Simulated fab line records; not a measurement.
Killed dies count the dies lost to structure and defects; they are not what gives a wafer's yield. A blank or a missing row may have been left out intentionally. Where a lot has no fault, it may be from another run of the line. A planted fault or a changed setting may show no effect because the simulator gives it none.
Struck lot and sound lot, side by side    flow ritCmos    40 out of 202 route steps
Sound: wafers L185.2, L185.3, L185.6. Struck: wafers L194.3, L194.5, L194.6. The cause is named last.
At each step with rows: each side's tool, then ch and its chambers, then its first start. Under that, the readings that differ: sound wafers    struck wafers    difference of the means    sigmas: that difference in standard deviations of wafers without a fault.
alike: a reading whose means differ by less than 2 such deviations, as well as words and numbers matching on both sides. not compared: withheld readings; readings where some wafer has no value; bounds like >300 that might hide an equal value; numbers whose values overlap and for which the record gives no deviation.
Wherever a step has rows on one side only, a row that says differs or no value, or a row with sigmas, the two part there. Numbers that have no deviation but don't overlap get no sigmas and don't part them. Lack of a reading on every wafer of one side parts them only where that side has two or more wafers.

RIT_ACTIVE_ETCH_13: etches Si3N4 in SF6, stops on SiO2, time 210 s, target depth 210 nm.
  sound on rieDiel-01 ch 1,2,3, day 1 14:43; struck on rieDiel-01 ch 0,3, day 3 11:43
  alike: SF6_flow_sccm, chamberPressureMTorr, drypumpMotorCurrentA, oesProductAu, throttleValvePct
  not compared: rfHoursCounterH
RIT_ACTIVE_STRIP_14: strips in O2, time 180 s.
  sound on plasmaAsher-03 ch 0,1, day 1 14:50; struck on plasmaAsher-04 ch 0,1, day 3 11:54
  alike: drypumpMotorCurrentA
  not compared: rfHoursCounterH
RIT_ACTIVE_CD_MEAS_90: the cd target is 1400 nm.
  struck on cdSem-02, day 3 12:04; sound on cdSem-01, day 1 15:02
  alike: cdNm
then, 4 steps without rows for these wafers: RIT_ACTIVE_CLEAN_15 (cleans in SC1, time 600 s); RIT_ACTIVE_CLEAN_16 (cleans in dHF, time 30 s); RIT_ACTIVE_CLEAN_17 (cleans in SC2, time 600 s); RIT_FOX1_OXIDATION_00 (target thk 350.7 nm, ox time 1130 s).
RIT_FOX1_THK_MEAS_01:
  struck on filmMetro-04, day 3 15:23; sound on filmMetro-03, day 1 18:23
  alike: FOX1_OXIDE_THK
then, 2 steps without rows for these wafers: RIT_FOX1_WET_ETCH_02 (etches SiO2 in BOE, target depth 350 nm, time 390 s); RIT_FOX2_OXIDATION_00 (target thk 350.7 nm, ox time 1130 s).
RIT_FOX2_THK_MEAS_01:
  struck on filmMetro-04, day 3 16:53; sound on filmMetro-02, day 1 19:52
  alike: FOX2_OXIDE_THK
then, 1 step without rows for these wafers: RIT_FOX2_CLEAN_02 (cleans in dHF, time 180 s).
RIT_FOX2_WET_ETCH_03: etches Si3N4 in H3PO4, target depth 195 nm, time 2700 s.
  sound on wetBench-03 ch 2, day 1 19:59; struck on wetBench-04 ch 0, day 3 16:59
  no value came back on the struck wafers for bathGuardTempC (C), bathHeatDutyPct (%), timeS (s); on the sound wafers bathGuardTempC (C) reads 164.7 164.8 165.2
reading                                       sound              struck             difference  sigmas
model.Si3N4_of_ACTIVE_CVD_03.thkNm (nm)       0 0 0              129.8 130.2 131.4  +130.5      
model.SiO2_of_FOX2_OXIDATION_00.thkNm (nm)    304.1 306.3 311.8  324.3 324.9 326.6  +17.9       
model.SiO2_of_ACTIVE_OXIDATION_01.thkNm (nm)  41.43 39.74 40.65  45.71 45.98 46.63  +5.50       
then, 6 steps without rows for these wafers: RIT_NWELL_HMDS_00 (prime time 60 s); RIT_NWELL_COAT_01 (resist thk 1300 nm); RIT_NWELL_SOFTBAKE_02 (time 58.47 s); RIT_NWELL_EXPOSE_03 (exposes mask M2, target cd 43900 nm); RIT_NWELL_PEB_04; RIT_NWELL_DEVELOP_05 (develop time 68 s).
RIT_NWELL_OVL_MEAS_06:
  struck on overlay-02, day 3 18:46; sound on overlay-01, day 1 21:41
  alike: NWELL_OVL
then, 2 steps without rows for these wafers: RIT_NWELL_HARDBAKE_07 (time 120 s); RIT_NWELL_IMPLANT_08.
RIT_NWELL_STRIP_09: strips in O2, time 180 s.
  sound on plasmaAsher-01 ch 0, day 1 22:07; struck on plasmaAsher-03 ch 0,1, day 3 19:33
  alike: drypumpMotorCurrentA
  not compared: rfHoursCounterH
RIT_NWELL_TW_MEAS_10:
  struck on filmMetro-02, day 3 19:41; sound on filmMetro-01, day 1 22:18
  alike: NWELL_TW
then, 6 steps without rows for these wafers: RIT_PWELL_HMDS_00 (prime time 60 s); RIT_PWELL_COAT_01 (resist thk 1300 nm); RIT_PWELL_SOFTBAKE_02 (time 60 s); RIT_PWELL_EXPOSE_03 (exposes mask M3, target cd 43700 nm); RIT_PWELL_PEB_04; RIT_PWELL_DEVELOP_05 (develop time 68 s).
RIT_PWELL_OVL_MEAS_06:
  struck on overlay-02, day 3 20:37; sound on overlay-01, day 1 23:22
  alike: PWELL_OVL
then, 2 steps without rows for these wafers: RIT_PWELL_HARDBAKE_07 (time 120 s); RIT_PWELL_IMPLANT_08.
RIT_PWELL_STRIP_09: strips in O2, time 180 s.
  sound on plasmaAsher-01 ch 0,1, day 1 23:47; struck on plasmaAsher-04 ch 0,1, day 3 21:06
  alike: drypumpMotorCurrentA
  not compared: rfHoursCounterH
RIT_PWELL_TW_MEAS_10:
  struck on filmMetro-02, day 3 21:14; sound on filmMetro-02, day 1 23:58
  alike: PWELL_TW
then, 4 steps without rows for these wafers: RIT_WELLDRIVE_ANNEAL_00 (time 14700 s); RIT_NRETRO_HMDS_00 (prime time 60 s); RIT_NRETRO_COAT_01 (resist thk 1300 nm); RIT_NRETRO_SOFTBAKE_02 (time 60 s).
RIT_GATE_CLEAN_04: cleans in dHF, time 60.89 s.
  sound on wetBench-03 ch 2, day 2 09:31; struck on wetBench-03 ch 2, day 4 08:37
reading                                     sound              struck             difference  sigmas
model.SiO2_of_FOX2_OXIDATION_00.thkNm (nm)  235.9 238.6 243.7  256.8 257.3 259.5  +18.5       

WHERE THEY PART
Within this record, at RIT_FOX2_WET_ETCH_03 only. Later steps at which nothing parts them and some readings are alike: RIT_NWELL_OVL_MEAS_06, RIT_NWELL_STRIP_09, RIT_NWELL_TW_MEAS_10, RIT_PWELL_OVL_MEAS_06, RIT_PWELL_STRIP_09, RIT_PWELL_TW_MEAS_10.

WHY: what the simulator had put in
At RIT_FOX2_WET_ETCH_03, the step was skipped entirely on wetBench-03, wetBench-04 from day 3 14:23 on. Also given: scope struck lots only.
